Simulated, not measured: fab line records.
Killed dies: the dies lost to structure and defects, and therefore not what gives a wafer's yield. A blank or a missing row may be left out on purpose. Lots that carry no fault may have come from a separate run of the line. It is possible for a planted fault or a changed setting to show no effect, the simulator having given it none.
Which of the tools did it? ; flow berkeley-cmos170 ; Sampling: 15 lots, 45 wafers, 4 of 331 route steps

WHAT EACH GAUGE READ, for each wafer
UCB170_SDANNEAL_RS_MEAS_04: measurement is done with a four-point probe. Usual: PLDD_RS typically reads 1031.5 ohm/sq, with standard deviation 2.5.
lot;measured;on;PLDD_RS (ohm/sq);flag
L354;day 8 06:31;film-metro-03;1031.0 1033.5 1030.5;
L353;day 8 07:01;film-metro-03;1031.1 1032.3 1033.0;
L357;day 8 22:56;film-metro-01;1033.8 1032.9 1031.8;
L358;day 8 23:32;film-metro-03;1029.7 1029.3 1030.7;
L359;day 9 00:01;film-metro-03;1033.5 1032.1 1029.7;
L360;day 9 18:51;film-metro-03;1032.1 1033.6 1034.7;
L361;day 9 18:52;film-metro-02;1031.1 1034.3 1032.5;
L362;day 9 19:20;film-metro-01;1030.2 1031.8 1034.4;
L363;day 9 22:50;film-metro-03;1028.4 1030.6 1031.8;
L366;day 10 06:15;film-metro-02;1030.6 1030.8 1031.8;
L365;day 10 06:39;film-metro-01;1033.8 1033.3 1033.0;
L370;day 11 03:01;film-metro-01;1031.6 1030.1 1030.8;
L372;day 12 04:24;film-metro-03;1031.0 1033.5 1031.9;
L374;day 12 04:52;film-metro-01;1031.1 1030.5 1033.8;
L373;day 12 04:56;film-metro-02;1030.9 1027.0 1029.2;

UCB170_M1_THK_MEAS_02: measures by xrf. Usual: M1_AL_THK typically reads 600 nm, with standard deviation 6.6.
lot;measured;on;M1_AL_THK (nm);flag
L354;day 8 14:40;film-metro-03;599 603 602;
L353;day 8 15:04;film-metro-03;594 587 595;
L357;day 9 09:06;film-metro-02;593 599 599;
L358;day 9 09:40;film-metro-02;601 594 600;
L359;day 9 10:22;film-metro-03;603 602 592;
L360;day 10 03:01;film-metro-01;596 595 599;
L361;day 10 03:02;film-metro-02;599 592 596;
L362;day 10 03:03;film-metro-03;605 603 599;
L363;day 10 06:05;film-metro-01;608 602 605;
L366;day 10 15:28;film-metro-03;603 609 605;
L365;day 10 15:15;film-metro-02;599 600 604;
L370;day 11 10:03;film-metro-01;595 597 596;
L372;day 12 12:18;film-metro-03;594 595 599;
L374;day 12 12:08;film-metro-01;609 609 618;
L373;day 12 12:45;film-metro-01;610 609 611;

UCB170_M1_OVL_MEAS_10. Usual: M1_OVL typically reads -2 nm, with standard deviation 6.1.
lot;measured;on;M1_OVL (nm);flag
L354;day 8 16:15;overlay-01;-2 -9 -6;
L353;day 8 17:15;overlay-02;-7 4 -1;
L357;day 9 12:04;overlay-02;212 220 223;OFF
L358;day 9 14:40;overlay-01;221 230 221;OFF
L359;day 9 15:08;overlay-01;214 218 213;OFF
L360;day 10 04:52;overlay-01;-16 -16 -17;
L361;day 10 05:08;overlay-02;-8 -6 -9;
L362;day 10 05:07;overlay-01;2 -7 -10;
L363;day 10 07:13;overlay-02;-2 -5 -4;
L366;day 10 17:03;overlay-02;-1 -1 -4;
L365;day 10 16:57;overlay-01;-2 0 -8;
L370;day 11 11:19;overlay-02;-4 -9 -4;
L372;day 12 13:24;overlay-02;1 1 3;
L374;day 12 13:17;overlay-01;-3 -1 -2;
L373;day 12 13:46;overlay-01;-10 -16 -12;

WHICH TOOL RAN EACH LOT (tool, then ch and the chambers of the sampled wafers, then the start)
lot;UCB170_M1_EXPOSE_06
L354;krf-scanner-02 ch 0, day 8 15:20
L353;krf-scanner-02 ch 0, day 8 15:46
L357;krf-scanner-02 ch 0, day 9 10:22
L358;krf-scanner-02 ch 0, day 9 11:08
L359;krf-scanner-02 ch 0, day 9 12:11
L360;krf-scanner-01 ch 0, day 10 03:41
L361;krf-scanner-01 ch 0, day 10 03:56
L362;krf-scanner-01 ch 0, day 10 03:52
L363;krf-scanner-01 ch 0, day 10 06:44
L366;krf-scanner-01 ch 0, day 10 16:14
L365;krf-scanner-01 ch 0, day 10 16:07
L370;krf-scanner-01 ch 0, day 11 10:48
L372;krf-scanner-01 ch 0, day 12 12:53
L374;krf-scanner-01 ch 0, day 12 12:47
L373;krf-scanner-01 ch 0, day 12 13:16
- UCB170_M1_EXPOSE_06: exposes mask METAL1, target cd 700 nm.

WHAT THE TOOLS THEMSELVES READ (means of the sampled wafers that have a number; where no wafer has one, the mark that the record gives instead)
UCB170_M1_EXPOSE_06. Usual: stage-vel-mm-s 499.97 mm/s, standard deviation 0.25.
lot;tool;stage-vel-mm-s (mm/s);flag
L354;krf-scanner-02;499.89;
L353;krf-scanner-02;499.80;
L357;krf-scanner-02;500.00;
L358;krf-scanner-02;500.19;
L359;krf-scanner-02;499.87;
L360;krf-scanner-01;499.78;
L361;krf-scanner-01;499.83;
L362;krf-scanner-01;500.00;
L363;krf-scanner-01;499.96;
L366;krf-scanner-01;500.02;
L365;krf-scanner-01;500.31;
L370;krf-scanner-01;499.85;
L372;krf-scanner-01;499.99;
L374;krf-scanner-01;499.69;
L373;krf-scanner-01;499.76;

THE ANSWER, worked out from the rows above alone
Rule: a lot is off if the mean of its wafers that have a number lies more than 3 standard deviations from the usual mean. A lot without any number at a reading at which 4 lots or more have one is off too. Any other lot the step has rows for is counted as sound. First the gauges in route order, then the tools' own readings, where a lot's mean is used as printed above. At the first step where some lot is off, the reading lying furthest off is the one used; lots without a number count as furthest.
Off: L357, L358, L359, at UCB170_M1_OVL_MEAS_10 (M1_OVL).
A tool fits if, at a process step before that reading, it ran every lot that is off, and no sound lot after the first of them. The gauges at UCB170_M1_OVL_MEAS_10 are tried like those tools. One fits: UCB170_M1_EXPOSE_06 on krf-scanner-02. A fault onset in the window from L353 (day 8 15:46, its last sound lot) to L357 (day 9 10:22, its first lot off) fits.

WHAT WAS PUT IN BY THE SIMULATOR
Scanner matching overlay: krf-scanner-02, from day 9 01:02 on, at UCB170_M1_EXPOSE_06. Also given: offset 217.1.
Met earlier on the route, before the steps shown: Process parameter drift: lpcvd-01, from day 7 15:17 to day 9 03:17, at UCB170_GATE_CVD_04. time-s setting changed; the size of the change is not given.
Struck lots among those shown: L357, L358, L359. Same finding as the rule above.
